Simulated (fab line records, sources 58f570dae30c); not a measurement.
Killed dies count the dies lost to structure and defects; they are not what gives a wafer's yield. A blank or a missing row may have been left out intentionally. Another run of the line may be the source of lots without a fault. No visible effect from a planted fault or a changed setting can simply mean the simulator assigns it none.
fab line records | flow berkeley_cmos170
record: lots: 5 wafers: 23
route steps=331 shown PVT@122 GATE@125 FIELD@126 PLDD@154 PSD@183 NSD@195 BACKSIDE@202 SDANNEAL@204 CONTACT@217
start_h: hours from the record's first day to the start of the lot's first wafer shown | wait_h: time in hours since the lot's previous step | " the same as in the row above | L1.1+2: several wafers, shown together as one row | - no value present, or no start provided | * or withheld: withheld | < > ~ a bound
route shown NAME@n: NAME is a module with steps in the file, n the number in the route of the first one | usual: the fault-free wafers' mean and standard deviation | same: alike in all rows | chamber/n: place in a boat | sites: the reading at each site | _std_site: how widely they spread, as a standard deviation | _edge_site: outer sites' mean less inner sites' | radius_mm: for every site, how far away it sits from the centre of the wafer | mask NAME#n: copy n | behind: the tool/chamber that last shaped the wafer | hold: why the lot went on hold/how many hours it stayed there/how the hold came to an end | device: which transistor (n, p or np) failed to switch | end of line: tests of these same wafers at the route's end | step lacking rows: just its recipe | killed: at the first sort, the dies lost to defects and structure; wafer yield is something else | map: a wafer's dies, marking killed ones x, the rest . and places with no die _
set.NAME: the setting as run; set.NAME@STEP: as run at that earlier step | model.NAME: the simulator's own value behind a step, which no gauge read
lots with deliberately changed settings; one table per step, one row per wafer
== steps ==
step: UCB170_PVT_IMPLANT_07
recipe: species: P dose_cm2: 2e+12 energy_kev: 30 tilt_deg: 7
columns lot.wafer tool chamber start_h wait_h set.energy_kev model.implant.drp_nm
L075.2+3+5 implanter-02 0 122.42 0.0 29.48 16.39
L075.4+6 " 0 " " 30 16.56
L076.2+6 implanter-04 0 122.85 0.0 29.33 16.34
L076.3+4+5 " 0 " " 30 16.56
L078.1+4+5 implanter-04 0 132.30 0.0 28.85 16.18
L078.3+6 " 0 " " 30 16.56
L080.1+2+5 implanter-03 0 152.51 0.0 30 16.56
L085.1+4+6 implanter-04 0 178.32 0.0 28.81 16.16
L085.2+5 " 0 " " 30 16.56
step: UCB170_PVT_STRIP_08
recipe: chemistry: O2 power_w: 400 pressure_mtorr: 3500 platen_temp_c: withheld o2_flow_sccm: 400 overash_fraction: 0.5
step: UCB170_GATE_WET_ETCH_00
recipe: chemistry: dHF dilution: 25:1 target: SiO2 temp_c: 25 time_s: 200
step: UCB170_FIELD_THK_MEAS_91
recipe: reads: SiO2_of_FIELD_OXIDATION_01
usual: FIELD_OXIDE_LEFT_2_THK: 352/8.9
columns lot.wafer tool chamber start_h wait_h set.temp_c@FIELD_OXIDATION_01 FIELD_OXIDE_LEFT_2_THK[nm]
L075.2 film_metro-04 - 122.78 0.0 1000 356
L075.3 " - " " 1000 354
L075.4 " - " " 1000 357
L075.5 " - " " 1000 354
L075.6 " - " " 1000 364
L076.2 film_metro-01 - 123.21 0.0 983.4 287
L076.3 " - " " 983.4 289
L076.4 " - " " 983.4 293
L076.5 " - " " 983.4 286
L076.6 " - " " 983.4 292
L078.1 film_metro-04 - 132.70 0.0 1000 349
L078.3 " - " " 1000 340
L078.4 " - " " 1000 332
L078.5 " - " " 1000 340
L078.6 " - " " 1000 350
L080.1 film_metro-01 - 152.88 0.0 1000 365
L080.2 " - " " 1000 359
L080.5 " - " " 1000 348
L085.1 film_metro-01 - 178.75 0.0 1000 359
L085.2 " - " " 1000 360
L085.4 " - " " 1000 358
L085.5 " - " " 1000 366
L085.6 " - " " 1000 365
step: UCB170_GATE_CVD_04
recipe: material: poly-Si temp_c: 610 precursor: SiH4 time_s: 1440 pressure_mtorr: 375 target_thk_nm: 214 sih4_flow_sccm: 120
columns lot.wafer tool chamber start_h wait_h set.temp_c model.poly-Si_of_GATE_CVD_04.thk_nm
L075.2 - - - 0.3 610 212.4
L075.3 " - " " 610 211.8
L075.4+5 " - " " 610 212.9
L075.6 " - " " 610 211.6
L076.2 - - - 0.3 598.6 164.2
L076.3 " - " " 598.6 162
L076.4 " - " " 598.6 164.4
L076.5 " - " " 598.6 165
L076.6 " - " " 598.6 164.7
L078.1 - - - 1.0 594.6 148.2
L078.3 " - " " 594.6 146.5
L078.4 " - " " 594.6 148.9
L078.5 " - " " 594.6 148.4
L078.6 " - " " 594.6 149.3
L080.1 lpcvd-02 0 163.37 0.0 610 210.7
L080.2 " 0 " " 610 212.3
L080.5 " 0 " " 610 212.4
L085.1 - - - 0.0 610 217.3
L085.2 " - " " 610 216.9
L085.4 " - " " 610 215.4
L085.5 " - " " 610 216.1
L085.6 " - " " 610 217.8
step: UCB170_GATE_THK_MEAS_05
recipe: reads: poly-Si_of_GATE_CVD_04
usual: GATE_POLY_THK: 214.0/1.7
columns lot.wafer tool chamber start_h wait_h set.temp_c@GATE_CVD_04 GATE_POLY_THK[nm]
L075.2 film_metro-02 - - - 610 212.3
L075.3 " - " " 610 211.8
L075.4 " - " " 610 212.9
L075.5 " - " " 610 213.1
L075.6 " - " " 610 211.8
L076.2 film_metro-01 - - - 598.6 164.4
L076.3 " - " " 598.6 162.0
L076.4 " - " " 598.6 164.6
L076.5 " - " " 598.6 165.1
L076.6 " - " " 598.6 164.7
L078.1 film_metro-01 - - - 594.6 148.1
L078.3 " - " " 594.6 146.5
L078.4 " - " " 594.6 148.9
L078.5 " - " " 594.6 148.5
L078.6 " - " " 594.6 149.2
L080.1 film_metro-02 - 164.83 0.1 610 210.6
L080.2 " - " " 610 212.4
L080.5 " - " " 610 212.2
L085.1 film_metro-02 - - - 610 217.4
L085.2 " - " " 610 216.9
L085.4 " - " " 610 215.4
L085.5 " - " " 610 216.1
L085.6 " - " " 610 217.7
step: UCB170_GATE_COAT_06
recipe: resist: BARC temp_c: withheld time_s: withheld spin_rpm: 3000 resist_thk_nm: withheld
step: UCB170_GATE_COAT_07
recipe: resist: KrF spin_rpm: 1500 resist_thk_nm: 900
step: UCB170_GATE_ETCH_14
recipe: chemistry: N2/H2 target_depth_a: withheld overetch_a: withheld target: BARC time_s: withheld source_w: 500 bias_w: 100 pressure_mtorr: 30 n2_flow_sccm: 100 h2_flow_sccm: 200
step: UCB170_GATE_ETCH_15
recipe: chemistry: HBr/Cl2 target: poly-Si stop_on: SiO2 over_etch_frac: 0.3 icp_w: 300 bias_w: 150 time_s: 54.66 pressure_mtorr: 15 HBr_flow_sccm: 150 Cl2_flow_sccm: 50 target_depth_a: 2782
usual: oes_product_au: 0.840/0.013
columns lot.wafer tool chamber start_h wait_h set.temp_c@GATE_CVD_04 oes_product_au model.GATE.feature_depth_nm model.etch.depth_nm
L075.2 rie_si-02 1 131.31 - 610 0.829 212.4 212.4
L075.3 " 3 " " 610 0.816 211.8 211.8
L075.4 " 3 " " 610 0.816 212.9 212.9
L075.5 " 2 " " 610 0.844 212.9 212.9
L075.6 " 1 " " 610 0.828 211.6 211.6
L076.2 rie_si-01 1 131.59 - 598.6 0.715 164.2 -
L076.3 " 2 " " 598.6 0.713 162 -
L076.4 " 3 " " 598.6 0.722 164.4 164.4
L076.5 " 1 " " 598.6 0.714 165 -
L076.6 " 2 " " 598.6 0.715 164.7 -
L078.1 rie_si-02 1 145.59 - 594.6 0.650 148.2 -
L078.3 " 2 " " 594.6 0.656 146.5 -
L078.4 " 2 " " 594.6 0.665 148.9 -
L078.5 " 3 " " 594.6 0.656 148.4 -
L078.6 " 1 " " 594.6 0.659 149.3 149.3
L080.1 rie_si-01 3 166.71 - 610 0.848 210.7 210.7
L080.2 " 0 " " 610 0.842 212.3 212.3
L080.5 " 1 " " 610 0.843 212.4 212.4
L085.1 rie_si-01 1 189.40 - 610 0.858 217.3 -
L085.2 " 2 " " 610 0.849 216.9 216.9
L085.4 " 0 " " 610 0.852 215.4 -
L085.5 " 3 " " 610 0.856 216.1 216.1
L085.6 " 0 " " 610 0.861 217.8 217.8
step: UCB170_PLDD_IMPLANT_09
recipe: species: BF2 dose_cm2: 5e+13 energy_kev: 10 tilt_deg: 7 rotation_deg: 180
columns lot.wafer tool chamber start_h wait_h set.dose_cm2
L075.2+5+6 implanter-01 0 133.26 0.1 4.771e+13
L075.3+4 " 0 " " 5e+13
L076.2+4 implanter-03 0 133.53 0.1 5e+13
L076.3+5+6 " 0 " " 4.749e+13
L078.1+3+4+5+6 implanter-03 0 148.32 0.1 5e+13
L080.1+2+5 implanter-03 0 168.83 0.1 5e+13
L085.1+4 implanter-01 0 191.42 0.1 5e+13
L085.2+5+6 " 0 " " 4.884e+13
step: UCB170_PSD_IMPLANT_08
recipe: species: B dose_cm2: 3e+15 energy_kev: 20 tilt_deg: 7
columns lot.wafer tool chamber start_h wait_h set.energy_kev
L075.2+3+6 implanter-03 0 141.11 0.0 18.95
L075.4+5 " 0 " " 20
L076.2+3+4+5+6 implanter-02 0 141.63 0.0 20
L078.1+5+6 implanter-03 0 155.70 0.0 20
L078.3+4 " 0 " " 20.79
L080.1+2+5 implanter-03 0 177.49 0.0 20
L085.1+2 implanter-03 0 198.52 0.0 20
L085.4+5+6 " 0 " " 19.29
step: UCB170_PSD_STRIP_09
recipe: chemistry: O2 power_w: 400 pressure_mtorr: 3500 platen_temp_c: withheld o2_flow_sccm: 400 overash_fraction: 0.5
usual: strip_time_to_endpoint_s: 29.39/0.073
columns lot.wafer tool chamber start_h wait_h set.energy_kev@PSD_IMPLANT_08 strip_time_to_endpoint_s
L075.2 plasma_asher-03 1 141.24 0.1 18.95 28.95
L075.3 " 0 " " 18.95 28.91
L075.4 " 1 " " 20 29.38
L075.5 " 1 " " 20 29.30
L075.6 " 0 " " 18.95 28.88
L076.2 plasma_asher-04 0 141.76 0.1 20 29.34
L076.3 " 1 " " 20 29.44
L076.4 " 0 " " 20 29.39
L076.5 " 0 " " 20 29.32
L076.6 " 1 " " 20 29.35
L078.1 plasma_asher-04 0 155.85 0.1 20 29.37
L078.3 " 1 " " 20.79 29.77
L078.4 " 0 " " 20.79 29.74
L078.5 " 1 " " 20 29.35
L078.6 " 0 " " 20 29.41
L080.1 plasma_asher-02 1 177.64 0.1 20 29.35
L080.2 " 0 " " 20 29.40
L080.5 " 1 " " 20 29.39
L085.1 plasma_asher-02 0 198.67 0.1 20 29.30
L085.2 " 1 " " 20 29.36
L085.4 " 1 " " 19.29 28.93
L085.5 " 0 " " 19.29 28.98
L085.6 " 1 " " 19.29 29.02
step: UCB170_NSD_IMPLANT_08
recipe: species: P dose_cm2: 3e+15 energy_kev: 40 tilt_deg: 7
columns lot.wafer tool chamber start_h wait_h set.dose_cm2
L075.2+5 implanter-04 0 145.12 0.0 3.116e+15
L075.3+4+6 " 0 " " 3e+15
L076.2+3+5 implanter-04 0 145.84 0.0 3.202e+15
L076.4+6 " 0 " " 3e+15
L078.1+5 implanter-02 0 157.38 0.0 3e+15
L078.3+4+6 " 0 " " 3.191e+15
L080.1+2+5 implanter-03 0 179.13 0.0 3e+15
L085.1+2+4+5+6 implanter-04 0 202.25 0.0 3e+15
step: UCB170_NSD_STRIP_09
recipe: chemistry: O2 power_w: 400 pressure_mtorr: 3500 platen_temp_c: withheld o2_flow_sccm: 400 overash_fraction: 0.5
usual: strip_time_to_endpoint_s: 36.00/0.078
columns lot.wafer tool chamber start_h wait_h set.dose_cm2@NSD_IMPLANT_08 strip_time_to_endpoint_s
L075.2 plasma_asher-01 1 145.24 0.1 3.116e+15 36.39
L075.3 " 1 " " 3e+15 36.03
L075.4 " 0 " " 3e+15 36.07
L075.5 " 0 " " 3.116e+15 36.56
L075.6 " 1 " " 3e+15 35.95
L076.2 plasma_asher-02 0 145.97 0.1 3.202e+15 36.54
L076.3 " 0 " " 3.202e+15 36.56
L076.4 " 1 " " 3e+15 35.97
L076.5 " 1 " " 3.202e+15 36.61
L076.6 " 0 " " 3e+15 35.97
L078.1 plasma_asher-04 1 157.53 0.1 3e+15 35.83
L078.3 " 1 " " 3.191e+15 36.52
L078.4 " 0 " " 3.191e+15 36.57
L078.5 " 0 " " 3e+15 35.85
L078.6 " 1 " " 3.191e+15 36.50
L080.1 plasma_asher-02 0 179.28 0.1 3e+15 36.04
L080.2 " 1 " " 3e+15 36.02
L080.5 " 0 " " 3e+15 36.12
L085.1 plasma_asher-01 0 202.40 0.1 3e+15 36.03
L085.2 " 1 " " 3e+15 35.94
L085.4 " 1 " " 3e+15 35.99
L085.5 " 1 " " 3e+15 35.99
L085.6 " 0 " " 3e+15 35.94
step: UCB170_BACKSIDE_STRIP_03
recipe: chemistry: O2 power_w: 400 pressure_mtorr: 3500 platen_temp_c: withheld o2_flow_sccm: 400 overash_fraction: 0.5
usual: oes_product_au: 0.734/0.0039 strip_time_to_endpoint_s: 21.96/0.08
columns lot.wafer tool chamber start_h wait_h set.power_w oes_product_au strip_time_to_endpoint_s
L075.2 plasma_asher-03 1 146.39 0.1 400 0.734 21.92
L075.3 " 1 " " 400 0.738 21.85
L075.4 " 0 " " 400 0.731 21.86
L075.5 " 1 " " 400 0.731 21.93
L075.6 " 0 " " 400 0.729 21.96
L076.2 plasma_asher-01 1 147.04 0.1 400 0.733 22.02
L076.3 " 0 " " 400 0.740 22.07
L076.4 " 1 " " 400 0.730 22.02
L076.5 " 0 " " 423.3 0.758 21.10
L076.6 " 1 " " 423.3 0.756 21.16
L078.1 plasma_asher-01 0 158.32 0.1 412.8 0.752 21.50
L078.3 " 0 " " 400 0.732 22.07
L078.4 " 1 " " 400 0.727 21.97
L078.5 " 1 " " 400 0.735 22.04
L078.6 " 0 " " 412.8 0.744 21.44
L080.1 plasma_asher-03 1 180.06 0.1 400 0.735 22.07
L080.2 " 0 " " 400 0.732 22.05
L080.5 " 1 " " 400 0.723 22.07
L085.1 plasma_asher-03 1 203.52 0.1 435.5 0.764 20.58
L085.2 " 0 " " 400 0.730 21.94
L085.4 " 0 " " 400 0.732 21.89
L085.5 " 0 " " 400 0.736 21.89
L085.6 " 1 " " 435.5 0.765 20.52
step: UCB170_BACKSIDE_CLEAN_04
recipe: chemistry: SPM temp_c: 120 time_s: 600
step: UCB170_SDANNEAL_RTA_00
recipe: temp_c: 900 time_s: 10 ambient: N2
step: UCB170_SDANNEAL_RTA_01
recipe: temp_c: 1050 time_s: 5 ambient: N2
step: UCB170_SDANNEAL_RS_MEAS_03
recipe: thk_meas_gauge: four-point-probe
usual: NSD_RS: 37.27/0.095
columns lot.wafer tool chamber start_h wait_h set.dose_cm2@NSD_IMPLANT_08 NSD_RS[ohm/sq]
L075.2 film_metro-04 - 146.93 0.1 3.116e+15 36.70
L075.3 " - " " 3e+15 37.30
L075.4 " - " " 3e+15 37.25
L075.5 " - " " 3.116e+15 36.63
L075.6 " - " " 3e+15 37.30
L076.2 film_metro-03 - 147.67 0.1 3.202e+15 36.28
L076.3 " - " " 3.202e+15 36.34
L076.4 " - " " 3e+15 37.43
L076.5 " - " " 3.202e+15 36.39
L076.6 " - " " 3e+15 37.29
L078.1 film_metro-04 - 158.84 0.1 3e+15 37.33
L078.3 " - " " 3.191e+15 36.28
L078.4 " - " " 3.191e+15 36.26
L078.5 " - " " 3e+15 37.30
L078.6 " - " " 3.191e+15 36.25
L080.1 film_metro-03 - 180.60 0.1 3e+15 37.42
L080.2 " - " " 3e+15 37.49
L080.5 " - " " 3e+15 37.25
L085.1 film_metro-03 - 204.70 0.1 3e+15 37.36
L085.2 " - " " 3e+15 37.40
L085.4 " - " " 3e+15 37.33
L085.5 " - " " 3e+15 37.38
L085.6 " - " " 3e+15 37.34
step: UCB170_SDANNEAL_RS_MEAS_04
recipe: thk_meas_gauge: four-point-probe
usual: PLDD_RS: 1032/3.2
columns lot.wafer tool chamber start_h wait_h set.dose_cm2@PLDD_IMPLANT_09 PLDD_RS[ohm/sq]
L075.2 film_metro-04 - 147.05 0.1 4.771e+13 1051
L075.3 " - " " 5e+13 1033
L075.4 " - " " 5e+13 1028
L075.5 " - " " 4.771e+13 1050
L075.6 " - " " 4.771e+13 1051
L076.2 film_metro-03 - 147.79 0.1 5e+13 1033
L076.3 " - " " 4.749e+13 1054
L076.4 " - " " 5e+13 1036
L076.5 " - " " 4.749e+13 1054
L076.6 " - " " 4.749e+13 1053
L078.1 film_metro-04 - 158.96 0.1 5e+13 1035
L078.3 " - " " 5e+13 1031
L078.4 " - " " 5e+13 1030
L078.5 " - " " 5e+13 1030
L078.6 " - " " 5e+13 1031
L080.1 film_metro-03 - 180.72 0.1 5e+13 1037
L080.2 " - " " 5e+13 1035
L080.5 " - " " 5e+13 1039
L085.1 film_metro-03 - 204.82 0.1 5e+13 1037
L085.2 " - " " 4.884e+13 1046
L085.4 " - " " 5e+13 1036
L085.5 " - " " 4.884e+13 1048
L085.6 " - " " 4.884e+13 1047
step: UCB170_CONTACT_CVD_01
recipe: material: PSG target_thk_nm: 700 temp_c: 450 precursor: SiH4/O2/PH3 time_s: 2820 pressure_mtorr: 300 sih4_flow_sccm: 60 o2_flow_sccm: 90 ph3_flow_sccm: 25
columns lot.wafer tool chamber start_h wait_h set.time_s model.PSG_of_CONTACT_CVD_01.thk_nm
L075.2 - - - 0.0 3163 779.9
L075.3 " - " " 3163 785.2
L075.4 " - " " 3163 785.6
L075.5 " - " " 3163 784.9
L075.6 " - " " 3163 781.4
L076.2+3 - - - 0.4 3169 -
L076.4 " - " " 3169 791.3
L076.5 " - " " 3169 786.1
L076.6 " - " " 3169 787.4
L078.1+4+5 - - - 0.0 3041 -
L078.3 " - " " 3041 758.2
L078.6 " - " " 3041 756.1
L080.1 lpcvd-02 1 181.72 0.2 2820 699.1
L080.2 " 1 " " 2820 700.7
L080.5 " 1 " " 2820 703.7
L085.1 - - - 2.2 2678 657.1
L085.2 " - " " 2678 657
L085.4 " - " " 2678 659.9
L085.5 " - " " 2678 660.6
L085.6 " - " " 2678 654.5
step: UCB170_CONTACT_THK_MEAS_02
recipe: reads: PSG_of_CONTACT_CVD_01
usual: CONTACT_PSG_THK: 704/5.6
columns lot.wafer tool chamber start_h wait_h set.time_s@CONTACT_CVD_01 CONTACT_PSG_THK[nm]
L075.2 film_metro-02 - - - 3163 779
L075.3 " - " " 3163 786
L075.4 " - " " 3163 786
L075.5 " - " " 3163 784
L075.6 " - " " 3163 782
L076.2 film_metro-03 - - - 3169 789
L076.3 " - " " 3169 792
L076.4 " - " " 3169 791
L076.5 " - " " 3169 786
L076.6 " - " " 3169 788
L078.1 film_metro-03 - - - 3041 758
L078.3 " - " " 3041 758
L078.4 " - " " 3041 756
L078.5 " - " " 3041 757
L078.6 " - " " 3041 756
L080.1 film_metro-03 - 183.50 0.0 2820 699
L080.2 " - " " 2820 701
L080.5 " - " " 2820 704
L085.1 film_metro-03 - - - 2678 657
L085.2 " - " " 2678 657
L085.4 " - " " 2678 660
L085.5 " - " " 2678 661
L085.6 " - " " 2678 655
step: UCB170_CONTACT_SOFTBAKE_11
recipe: resist: KrF temp_c: 130 time_s: 60
columns lot.wafer tool chamber start_h wait_h set.temp_c
L075.2+3+5 litho_track-02 0 - - 130
L075.4+6 " 0 " " 126.9
L076.2+4+5 litho_track-01 0 - - 127.9
L076.3+6 " 0 " " 130
L078.1+4+6 litho_track-02 0 - - 132.5
L078.3+5 " 0 " " 130
L080.1+2+5 litho_track-02 0 - - 130
L085.1+2+6 litho_track-02 0 - - 130
L085.4+5 " 0 " " 127.9
step: UCB170_CONTACT_EXPOSE_12
recipe: mask_id: CONT target_cd_nm: 700 na: 0.5 sigma_outer: 0.6 source_shape: conventional dose_mj: 35
step: UCB170_CONTACT_PEB_13
recipe: peb_temp_c: 130 peb_time_s: withheld resist: KrF
step: UCB170_CONTACT_ETCH_17
recipe: chemistry: N2/H2 target_depth_a: withheld overetch_a: withheld target: BARC time_s: withheld source_w: 500 bias_w: 100 pressure_mtorr: 30 n2_flow_sccm: 100 h2_flow_sccm: 200
step: UCB170_CONTACT_ETCH_18
recipe: chemistry: CHF3/CF4/Ar target: PSG stop_on: TiSi2 CHF3_flow_sccm: 45 cf4_flow_sccm: 15 Ar_flow_sccm: 150 pressure_mtorr: 200 rf_w: 700 target_depth_a: 8400 over_etch_frac: 0.2 time_s: 195
usual: oes_product_au: 0.896/0.0099
columns lot.wafer tool chamber start_h wait_h set.time_s@CONTACT_CVD_01 oes_product_au
L075.2 rie_diel-01 3 - - 3163 0.946
L075.3 " 0 " " 3163 0.960
L075.4 " 2 " " 3163 0.962
L075.5 " 2 " " 3163 0.954
L075.6 " 1 " " 3163 0.944
L076.2 rie_diel-04 0 - - 3169 0.955
L076.3 " 2 " " 3169 0.973
L076.4 " 1 " " 3169 0.944
L076.5 " 1 " " 3169 0.944
L076.6 " 0 " " 3169 0.952
L078.1 rie_diel-01 2 - - 3041 0.945
L078.3 " 0 " " 3041 0.949
L078.4 " 1 " " 3041 0.934
L078.5 " 2 " " 3041 0.941
L078.6 " 1 " " 3041 0.920
L080.1 rie_diel-04 3 - - 2820 0.904
L080.2 " 2 " " 2820 0.905
L080.5 " 0 " " 2820 0.898
L085.1 rie_diel-01 3 - - 2678 0.846
L085.2 " 2 " " 2678 0.870
L085.4 " 0 " " 2678 0.869
L085.5 " 2 " " 2678 0.879
L085.6 " 3 " " 2678 0.856
== key ==
split: step: UCB170_PVT_IMPLANT_07 setting: energy_kev stated: 30 by: wafer
response: step: UCB170_PVT_IMPLANT_07 reading: model.implant.drp_nm change: +0.101 per: 1% r: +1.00
split: step: UCB170_GATE_CVD_04 setting: temp_c stated: 610 by: lot
response: step: UCB170_GATE_CVD_04 reading: model.poly-Si_of_GATE_CVD_04.thk_nm change: +26.2 per: 1% r: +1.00
response: step: UCB170_GATE_THK_MEAS_05 reading: GATE_POLY_THK change: +26.2 per: 1% r: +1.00
response: step: UCB170_GATE_ETCH_15 reading: oes_product_au change: +0.0713 per: 1% r: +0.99
response: step: UCB170_GATE_ETCH_15 reading: model.GATE.feature_depth_nm change: +26.2 per: 1% r: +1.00
response: step: UCB170_GATE_ETCH_15 reading: model.etch.depth_nm change: +25.7 per: 1% r: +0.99
split: step: UCB170_PLDD_IMPLANT_09 setting: dose_cm2 stated: 5e+13 by: wafer
response: step: UCB170_SDANNEAL_RS_MEAS_04 reading: PLDD_RS change: -4.16 per: 1% r: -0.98
split: step: UCB170_PSD_IMPLANT_08 setting: energy_kev stated: 20 by: wafer
response: step: UCB170_PSD_STRIP_09 reading: strip_time_to_endpoint_s change: * per: 1% r: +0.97
split: step: UCB170_NSD_IMPLANT_08 setting: dose_cm2 stated: 3e+15 by: wafer
response: step: UCB170_NSD_STRIP_09 reading: strip_time_to_endpoint_s change: * per: 1% r: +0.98
response: step: UCB170_SDANNEAL_RS_MEAS_03 reading: NSD_RS change: -0.159 per: 1% r: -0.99
split: step: UCB170_BACKSIDE_STRIP_03 setting: power_w stated: 400 by: wafer
response: step: UCB170_BACKSIDE_STRIP_03 reading: oes_product_au change: +0.00378 per: 1% r: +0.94
response: step: UCB170_BACKSIDE_STRIP_03 reading: strip_time_to_endpoint_s change: * per: 1% r: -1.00
split: step: UCB170_CONTACT_CVD_01 setting: time_s stated: 2820 by: lot
response: step: UCB170_CONTACT_CVD_01 reading: model.PSG_of_CONTACT_CVD_01.thk_nm change: +7.31 per: 1% r: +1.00
response: step: UCB170_CONTACT_THK_MEAS_02 reading: CONTACT_PSG_THK change: +7.36 per: 1% r: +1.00
response: step: UCB170_CONTACT_ETCH_18 reading: oes_product_au change: +0.00503 per: 1% r: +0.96
split: step: UCB170_CONTACT_SOFTBAKE_11 setting: temp_c stated: 130 by: wafer
response none clear
split outside_this_file step=UCB170_FIELD_OXIDATION_01 setting=temp_c
split outside_this_file: this setting was split too, and the file shows its column; the key of that split is in another file
